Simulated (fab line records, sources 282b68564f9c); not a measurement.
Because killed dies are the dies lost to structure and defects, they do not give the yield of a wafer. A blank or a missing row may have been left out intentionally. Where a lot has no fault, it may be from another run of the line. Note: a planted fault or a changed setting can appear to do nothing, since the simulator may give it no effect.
Split-lot experiment | flow ritCmos | 23 wafers read from 5 lots, route of 202 steps

== THE SPLIT ==
At RIT_NWELL_IMPLANT_08, the setting energyKev was moved away from the recipe's 170 on 11 of the 23 wafers read, by -1.6% to +4.4%. For the rest of the wafers, this setting stayed at what the recipe calls for.

The split's own step is where the reading is taken.

== THE READING ==
implant.drpNm (the simulator's own value, which no gauge read), in nm, at RIT_NWELL_IMPLANT_08. There is no usual value for it anywhere in the file.

wafer  | tool, chamber at the split | energyKev as run | against the recipe | implant.drpNm, nm | against lot-mates on the recipe
L074.1 | implanter-03, 0            | 170              | recipe             | 68.82             | -
L074.2 | implanter-03, 0            | 170              | recipe             | 68.82             | -
L074.3 | implanter-03, 0            | 170              | recipe             | 68.82             | -
L074.4 | implanter-03, 0            | 177.4            | +4.4%              | 71.06             | +2.24
L074.6 | implanter-03, 0            | 177.4            | +4.4%              | 71.06             | +2.24
L075.1 | implanter-01, 0            | 170              | recipe             | 68.82             | -
L075.3 | implanter-01, 0            | 170              | recipe             | 68.82             | -
L075.2 | implanter-01, 0            | 176              | +3.5%              | 70.64             | +1.82
L075.4 | implanter-01, 0            | 176              | +3.5%              | 70.64             | +1.82
L075.5 | implanter-01, 0            | 176              | +3.5%              | 70.64             | +1.82
L078.1 | implanter-02, 0            | 167.2            | -1.6%              | 67.98             | -0.84
L078.4 | implanter-02, 0            | 167.2            | -1.6%              | 67.98             | -0.84
L078.6 | implanter-02, 0            | 167.2            | -1.6%              | 67.98             | -0.84
L078.2 | implanter-02, 0            | 170              | recipe             | 68.82             | -
L078.5 | implanter-02, 0            | 170              | recipe             | 68.82             | -
L079.3 | implanter-03, 0            | 170              | recipe             | 68.82             | -
L079.4 | implanter-03, 0            | 170              | recipe             | 68.82             | -
L079.5 | implanter-03, 0            | 170              | recipe             | 68.82             | -
L084.1 | implanter-03, 0            | 176.2            | +3.6%              | 70.7              | +1.88
L084.2 | implanter-03, 0            | 176.2            | +3.6%              | 70.7              | +1.88
L084.6 | implanter-03, 0            | 176.2            | +3.6%              | 70.7              | +1.88
L084.4 | implanter-03, 0            | 170              | recipe             | 68.82             | -
L084.5 | implanter-03, 0            | 170              | recipe             | 68.82             | -

FIT RESULTS
A straight line over all 23 wafers: implant.drpNm changes by +0.514 nm for each +1% of energyKev; r = +1.00; the points scatter about the line by 0.0028 nm.
The same after taking each lot's own level away (the mean of its wafers on the recipe; 23 wafers): +0.514 nm for each +1%; r = +1.00; scatter 0.0028 nm.
The reading moves by 2.2 nm for the largest change in energyKev, on that fit.
The lots' own levels span 68.820 to 68.820 nm.
The two slopes are in agreement: the lot-to-lot level therefore moves the slope only a little.
Check: +2.24 nm against its lot-mates is what the line predicts for one of the wafers moved furthest among these (+4.4%) when that wafer is left out of the fit. Against them it came out at +2.24 nm.

== FURTHER SPLITS ON THESE WAFERS ==
Note: prior to the reading, these wafers also went through further splits. Each is held against what the fit with the lots' levels taken away leaves over:
other split on the same wafers  | wafers away from the commonest value | r with implant.drpNm (lot level and that fit taken away)
RIT_ACTIVE_OXIDATION_01 oxTimeS | 18                                   | -0.28
RIT_FOX1_OXIDATION_00 oxTimeS   | 15                                   | -0.16
RIT_FOX2_OXIDATION_00 oxTimeS   | 15                                   | -0.50

== THE WHOLE CHAIN: every reading that the file lists as answering this split, in the file's order ==
step                 | what it does | reading                                                        | change (the file's fit)               | r (the file's)
RIT_NWELL_IMPLANT_08 |              | implant.rpNm (the simulator's own value, which no gauge read)  | +2.17 nm for each +1% of the setting  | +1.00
RIT_NWELL_IMPLANT_08 |              | implant.drpNm (the simulator's own value, which no gauge read) | +0.515 nm for each +1% of the setting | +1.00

== THE FILE'S OWN FIT ==
implant.drpNm changes by +0.515 nm for each +1% of energyKev, r = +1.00.
